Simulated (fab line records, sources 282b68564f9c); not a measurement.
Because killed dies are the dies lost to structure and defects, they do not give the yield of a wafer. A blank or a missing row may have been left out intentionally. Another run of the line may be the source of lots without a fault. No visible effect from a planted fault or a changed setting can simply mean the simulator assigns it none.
Lot-split experiment	flow rit cmos	on a route of 202 steps: 5 lots, 23 wafers read

== THE SPLIT ITSELF ==
At RIT_NRETRO_SOFTBAKE_02 (time 60 s), the setting temp c was moved away from the recipe's 90 C on 8 of the 23 wafers read, by -2.7% to +3.6%. All remaining wafers had this setting at the recipe value.

== FROM THE SPLIT TO THE READING: what the file shows between them, 2 steps ==
- RIT_NRETRO_EXPOSE_03: exposes mask M4, target cd 43900 nm
- RIT_NRETRO_PEB_04

== THE READING ==
NOVOLAK_of_NRETRO_COAT_01.thk nm (the simulator's own value, which no gauge read), in nm, at RIT_NRETRO_DEVELOP_05 (develop time 68 s). The file gives no usual value for it. Here, 15 wafers ran the recipe; their average is 1299 nm with a standard deviation of 3.7 nm.

wafer	tool, chamber at the split	temp c as run, C	against the recipe	NOVOLAK_of_NRETRO_COAT_01.thk nm, nm	against lot-mates on the recipe
L074.1	litho track-03, 0	90	recipe	1295	-
L074.3	litho track-03, 0	87.59	-2.7%	1306	+9
L074.4	litho track-03, 0	87.59	-2.7%	1305	+8
L074.5	litho track-03, 0	90	recipe	1301	-
L074.6	litho track-03, 0	90	recipe	1296	-
L079.1	litho track-04, 0	90	recipe	1297	-
L079.2	litho track-04, 0	90	recipe	1296	-
L079.4	litho track-04, 0	88.93	-1.2%	1302	+4
L079.5	litho track-04, 0	88.93	-1.2%	1302	+4
L079.6	litho track-04, 0	90	recipe	1301	-
L080.1	litho track-04, 0	90	recipe	1305	-
L080.3	litho track-04, 0	88.4	-1.8%	1307	+5
L080.6	litho track-04, 0	88.4	-1.8%	1307	+5
L080.4	litho track-04, 0	90	recipe	1300	-
L080.5	litho track-04, 0	90	recipe	1301	-
L084.2	litho track-01, 0	93.23	+3.6%	1290	-13
L084.3	litho track-01, 0	90	recipe	1307	-
L084.4	litho track-01, 0	90	recipe	1302	-
L084.5	litho track-01, 0	90	recipe	1301	-
L084.6	litho track-01, 0	93.23	+3.6%	1292	-11
L085.1	litho track-03, 0	90	recipe	1298	-
L085.4	litho track-03, 0	90	recipe	1294	-
L085.5	litho track-03, 0	90	recipe	1295	-

FIT RESULTS
A straight line over all 23 wafers: NOVOLAK_of_NRETRO_COAT_01.thk nm changes by -2.55 nm for each +1% of temp c; r = -0.76; the points scatter about the line by 3.3 nm.
The same after taking each lot's own level away (the mean of its wafers on the recipe; 23 wafers): -3.25 nm for each +1%; r = -0.93; scatter 2 nm.
The reading moves by 12 nm for the largest change in temp c, on that fit.
From 1295.7 to 1303.3 nm: that is the span of the lots' own levels, equal to 2.1 times the standard deviation above.
So the lot-to-lot level blurs the effect unless lot-mates are compared.
Check: with one of the wafers moved furthest among these (+3.6%) left out of the fit, the line predicts -11.1 nm for it against its lot-mates. Against them it came out at -13.3 nm.

== THESE WAFERS: OTHER SPLITS ==
Before the reading, these wafers also passed through other splits. Each is held against what the fit with the lots' levels taken away leaves over:
other split on the same wafers	wafers away from the commonest value	r with NOVOLAK_of_NRETRO_COAT_01.thk nm (lot level and that fit taken away)
RIT_ACTIVE_OXIDATION_01 temp c	10	+0.05
RIT_ACTIVE_DEVELOP_10 dev temp c	4	+0.05
RIT_NWELL_COAT_01 spin rpm	10	+0.37
RIT_NWELL_IMPLANT_08 energy kev	10	-0.01
RIT_PWELL_IMPLANT_08 dose cm2	11	+0.41

== THE FILE'S OWN FIT ==
NOVOLAK_of_NRETRO_COAT_01.thk nm changes by -3.19 nm for each +1% of temp c, r = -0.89.
